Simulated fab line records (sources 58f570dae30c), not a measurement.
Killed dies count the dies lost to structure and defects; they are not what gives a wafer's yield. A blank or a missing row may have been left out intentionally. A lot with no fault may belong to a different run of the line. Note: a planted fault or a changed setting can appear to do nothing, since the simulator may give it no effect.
Which tool was responsible? || flow berkeley_cmos170 || 15 lots, 45 wafers sampled, at 4 steps of a route of 331

== WHAT THE GAUGES SHOWED, per wafer ==
UCB170_PWELL_OVL_MEAS_13.
{"lot": "L786", "measured": "day 2 23:50", "on": "overlay-01", "PWELL_OVL (nm)": "2 7 8"}
{"lot": "L787", "measured": "day 3 08:26", "on": "overlay-01", "PWELL_OVL (nm)": "-6 -5 -6"}
{"lot": "L788", "measured": "day 3 08:34", "on": "overlay-01", "PWELL_OVL (nm)": "-1 5 3"}
{"lot": "L790", "measured": "day 3 21:07", "on": "overlay-02", "PWELL_OVL (nm)": "23 16 21"}
{"lot": "L791", "measured": "day 3 22:14", "on": "overlay-01", "PWELL_OVL (nm)": "1 -7 -7"}
{"lot": "L792", "measured": "day 4 03:59", "on": "overlay-02", "PWELL_OVL (nm)": "3 5 1"}
{"lot": "L794", "measured": "day 4 12:57", "on": "overlay-02", "PWELL_OVL (nm)": "0 2 3"}
{"lot": "L795", "measured": "day 4 18:53", "on": "overlay-02", "PWELL_OVL (nm)": "1 1 2"}
{"lot": "L796", "measured": "day 4 22:42", "on": "overlay-01", "PWELL_OVL (nm)": "-10 -7 -12"}
{"lot": "L797", "measured": "day 5 10:10", "on": "overlay-02", "PWELL_OVL (nm)": "-12 -9 -7"}
{"lot": "L805", "measured": "day 7 00:07", "on": "overlay-02", "PWELL_OVL (nm)": "-1 6 4"}
{"lot": "L806", "measured": "day 7 10:37", "on": "overlay-01", "PWELL_OVL (nm)": "- - -"}
{"lot": "L807", "measured": "day 7 10:44", "on": "overlay-02", "PWELL_OVL (nm)": "- - -"}
{"lot": "L808", "measured": "day 7 12:49", "on": "overlay-01", "PWELL_OVL (nm)": "- - -"}
{"lot": "L809", "measured": "day 7 12:56", "on": "overlay-02", "PWELL_OVL (nm)": "4 8 -5"}

UCB170_PFIELD_TW_MEAS_09.
{"lot": "L786", "measured": "day 3 22:11", "on": "film_metro-02", "PFIELD_TW": "589 592 593"}
{"lot": "L787", "measured": "day 4 10:30", "on": "film_metro-03", "PFIELD_TW": "607 601 605"}
{"lot": "L788", "measured": "day 4 09:47", "on": "film_metro-03", "PFIELD_TW": "602 602 603"}
{"lot": "L790", "measured": "day 5 01:33", "on": "film_metro-04", "PFIELD_TW": "588 588 585"}
{"lot": "L791", "measured": "day 5 02:15", "on": "film_metro-04", "PFIELD_TW": "586 586 587"}
{"lot": "L792", "measured": "day 5 10:11", "on": "film_metro-04", "PFIELD_TW": "585 588 582"}
{"lot": "L794", "measured": "day 5 22:05", "on": "film_metro-03", "PFIELD_TW": "608 608 606"}
{"lot": "L795", "measured": "day 6 05:10", "on": "film_metro-03", "PFIELD_TW": "602 605 610"}
{"lot": "L796", "measured": "day 6 07:07", "on": "film_metro-03", "PFIELD_TW": "608 605 604"}
{"lot": "L797", "measured": "day 6 21:17", "on": "film_metro-02", "PFIELD_TW": "598 598 597"}
{"lot": "L805", "measured": "day 8 05:49", "on": "film_metro-04", "PFIELD_TW": "593 587 591"}
{"lot": "L809", "measured": "day 8 14:29", "on": "film_metro-03", "PFIELD_TW": "601 605 603"}

== EACH LOT AND THE TOOL THAT RAN IT (in order: tool; ch and the chambers of the sampled wafers; start) ==
{"lot": "L786", "UCB170_PWELL_DEVELOP_12": "litho_track-02 ch 0, day 2 23:00", "UCB170_PFIELD_STRIP_08": "plasma_asher-01 ch 0,1, day 3 22:05"}
{"lot": "L787", "UCB170_PWELL_DEVELOP_12": "litho_track-02 ch 0, day 3 08:00", "UCB170_PFIELD_STRIP_08": "plasma_asher-03 ch 0,1, day 4 10:24"}
{"lot": "L788", "UCB170_PWELL_DEVELOP_12": "litho_track-01 ch 0, day 3 08:00", "UCB170_PFIELD_STRIP_08": "plasma_asher-03 ch 1, day 4 09:41"}
{"lot": "L790", "UCB170_PWELL_DEVELOP_12": "litho_track-01 ch 0, day 3 20:00", "UCB170_PFIELD_STRIP_08": "plasma_asher-03 ch 0,1, day 5 01:27"}
{"lot": "L791", "UCB170_PWELL_DEVELOP_12": "litho_track-04 ch 0, day 3 22:00", "UCB170_PFIELD_STRIP_08": "plasma_asher-01 ch 0,1, day 5 02:08"}
{"lot": "L792", "UCB170_PWELL_DEVELOP_12": "litho_track-04 ch 0, day 4 03:00", "UCB170_PFIELD_STRIP_08": "plasma_asher-04 ch 0,1, day 5 10:05"}
{"lot": "L794", "UCB170_PWELL_DEVELOP_12": "litho_track-02 ch 0, day 4 12:00", "UCB170_PFIELD_STRIP_08": "plasma_asher-01 ch 0,1, day 5 21:59"}
{"lot": "L795", "UCB170_PWELL_DEVELOP_12": "litho_track-04 ch 0, day 4 18:00", "UCB170_PFIELD_STRIP_08": "plasma_asher-01 ch 0,1, day 6 05:04"}
{"lot": "L796", "UCB170_PWELL_DEVELOP_12": "litho_track-01 ch 0, day 4 22:00", "UCB170_PFIELD_STRIP_08": "plasma_asher-04 ch 0,1, day 6 07:01"}
{"lot": "L797", "UCB170_PWELL_DEVELOP_12": "litho_track-02 ch 0, day 5 10:00", "UCB170_PFIELD_STRIP_08": "plasma_asher-03 ch 0,1, day 6 21:11"}
{"lot": "L805", "UCB170_PWELL_DEVELOP_12": "litho_track-01 ch 0, day 6 23:00", "UCB170_PFIELD_STRIP_08": "plasma_asher-03 ch 0,1, day 8 05:43"}
{"lot": "L806", "UCB170_PWELL_DEVELOP_12": "litho_track-04, day 7 10:00", "UCB170_PFIELD_STRIP_08": "-"}
{"lot": "L807", "UCB170_PWELL_DEVELOP_12": "litho_track-01, day 7 10:00", "UCB170_PFIELD_STRIP_08": "-"}
{"lot": "L808", "UCB170_PWELL_DEVELOP_12": "litho_track-01, day 7 12:00", "UCB170_PFIELD_STRIP_08": "-"}
{"lot": "L809", "UCB170_PWELL_DEVELOP_12": "litho_track-04 ch 0, day 7 12:00", "UCB170_PFIELD_STRIP_08": "plasma_asher-04 ch 0,1, day 8 14:23"}
- UCB170_PWELL_DEVELOP_12: develop time 45 s.
- UCB170_PFIELD_STRIP_08: strips in O2.

== WHAT THE TOOLS THEMSELVES READ (means of the sampled wafers that have a number; where no wafer has one, the mark that the record gives instead) ==
UCB170_PWELL_DEVELOP_12.
{"lot": "L786", "tool": "litho_track-02", "chill_plate_temp_C (C)": 23.04}
{"lot": "L787", "tool": "litho_track-02", "chill_plate_temp_C (C)": 23.02}
{"lot": "L788", "tool": "litho_track-01", "chill_plate_temp_C (C)": 22.98}
{"lot": "L790", "tool": "litho_track-01", "chill_plate_temp_C (C)": 23.03}
{"lot": "L791", "tool": "litho_track-04", "chill_plate_temp_C (C)": 22.95}
{"lot": "L792", "tool": "litho_track-04", "chill_plate_temp_C (C)": 23.03}
{"lot": "L794", "tool": "litho_track-02", "chill_plate_temp_C (C)": 22.98}
{"lot": "L795", "tool": "litho_track-04", "chill_plate_temp_C (C)": 22.98}
{"lot": "L796", "tool": "litho_track-01", "chill_plate_temp_C (C)": 22.82}
{"lot": "L797", "tool": "litho_track-02", "chill_plate_temp_C (C)": 23.13}
{"lot": "L805", "tool": "litho_track-01", "chill_plate_temp_C (C)": 23.19}
{"lot": "L806", "tool": "litho_track-04", "chill_plate_temp_C (C)": "-"}
{"lot": "L807", "tool": "litho_track-01", "chill_plate_temp_C (C)": "-"}
{"lot": "L808", "tool": "litho_track-01", "chill_plate_temp_C (C)": "-"}
{"lot": "L809", "tool": "litho_track-04", "chill_plate_temp_C (C)": 22.92}

UCB170_PFIELD_STRIP_08.
{"lot": "L786", "tool": "plasma_asher-01", "drypump_motor_current_A (A)": 5.2, "o2_flow_sccm (sccm)": 399.9, "oes_product_au (a.u.)": 0.738, "strip_time_to_endpoint_s (s)": 21.69}
{"lot": "L787", "tool": "plasma_asher-03", "drypump_motor_current_A (A)": 5.9, "o2_flow_sccm (sccm)": 399.7, "oes_product_au (a.u.)": 0.736, "strip_time_to_endpoint_s (s)": 21.67}
{"lot": "L788", "tool": "plasma_asher-03", "drypump_motor_current_A (A)": 5.0, "o2_flow_sccm (sccm)": 401.1, "oes_product_au (a.u.)": 0.731, "strip_time_to_endpoint_s (s)": 21.64}
{"lot": "L790", "tool": "plasma_asher-03", "drypump_motor_current_A (A)": 5.9, "o2_flow_sccm (sccm)": 399.7, "oes_product_au (a.u.)": 0.736, "strip_time_to_endpoint_s (s)": 21.70}
{"lot": "L791", "tool": "plasma_asher-01", "drypump_motor_current_A (A)": 5.2, "o2_flow_sccm (sccm)": 399.3, "oes_product_au (a.u.)": 0.735, "strip_time_to_endpoint_s (s)": 21.60}
{"lot": "L792", "tool": "plasma_asher-04", "drypump_motor_current_A (A)": 5.9, "o2_flow_sccm (sccm)": 399.6, "oes_product_au (a.u.)": 0.737, "strip_time_to_endpoint_s (s)": 21.68}
{"lot": "L794", "tool": "plasma_asher-01", "drypump_motor_current_A (A)": 5.3, "o2_flow_sccm (sccm)": 400.1, "oes_product_au (a.u.)": 0.738, "strip_time_to_endpoint_s (s)": 21.65}
{"lot": "L795", "tool": "plasma_asher-01", "drypump_motor_current_A (A)": 5.3, "o2_flow_sccm (sccm)": 400.3, "oes_product_au (a.u.)": 0.733, "strip_time_to_endpoint_s (s)": 21.57}
{"lot": "L796", "tool": "plasma_asher-04", "drypump_motor_current_A (A)": 5.9, "o2_flow_sccm (sccm)": 401.0, "oes_product_au (a.u.)": 0.738, "strip_time_to_endpoint_s (s)": 21.65}
{"lot": "L797", "tool": "plasma_asher-03", "drypump_motor_current_A (A)": 5.9, "o2_flow_sccm (sccm)": 399.1, "oes_product_au (a.u.)": 0.732, "strip_time_to_endpoint_s (s)": 21.62}
{"lot": "L805", "tool": "plasma_asher-03", "drypump_motor_current_A (A)": 5.4, "o2_flow_sccm (sccm)": 399.1, "oes_product_au (a.u.)": 0.736, "strip_time_to_endpoint_s (s)": 21.63}
{"lot": "L809", "tool": "plasma_asher-04", "drypump_motor_current_A (A)": 6.0, "o2_flow_sccm (sccm)": 400.2, "oes_product_au (a.u.)": 0.733, "strip_time_to_endpoint_s (s)": 21.53}

== THE ANSWER, worked out from the rows above alone ==
Rule: usual is defined by the lots themselves. The widest of any qualifying gaps counts: lots, ordered by their means at a reading, are off when they make up no more than a third of the lots, leave a main group of 4 or more, and stand apart from it by 3 or more times the standard deviation of that group's means. A main group whose means are all the same, to the digits that the tables above print for the reading, isn't used. A lot without any number at a reading at which 4 lots or more have one is off too. Any other lot the step has rows for is counted as sound. Order of review: gauges by route order, followed by the tools' own readings, for which a lot's mean as printed above is used. The first step at which some lot is off is used, and at that step the reading that is off furthest; a lot without a number counts as furthest.
Off: L806, L807, L808, seen at UCB170_PWELL_OVL_MEAS_13 (PWELL_OVL). Without a number there: L806, L807, L808. The main group: mean 1 nm, standard deviation 7.6.
If a tool, at a process step before that reading, ran all the lots that are off and no sound lot after the first of them, it fits. Not tried: the gauges at UCB170_PWELL_OVL_MEAS_13; whatever is off there is also off at UCB170_PWELL_DEVELOP_12, on other tools, and gauge error can't account for it. Of those tried, none fits.

== WHAT THE SIMULATOR HAD PUT IN ==
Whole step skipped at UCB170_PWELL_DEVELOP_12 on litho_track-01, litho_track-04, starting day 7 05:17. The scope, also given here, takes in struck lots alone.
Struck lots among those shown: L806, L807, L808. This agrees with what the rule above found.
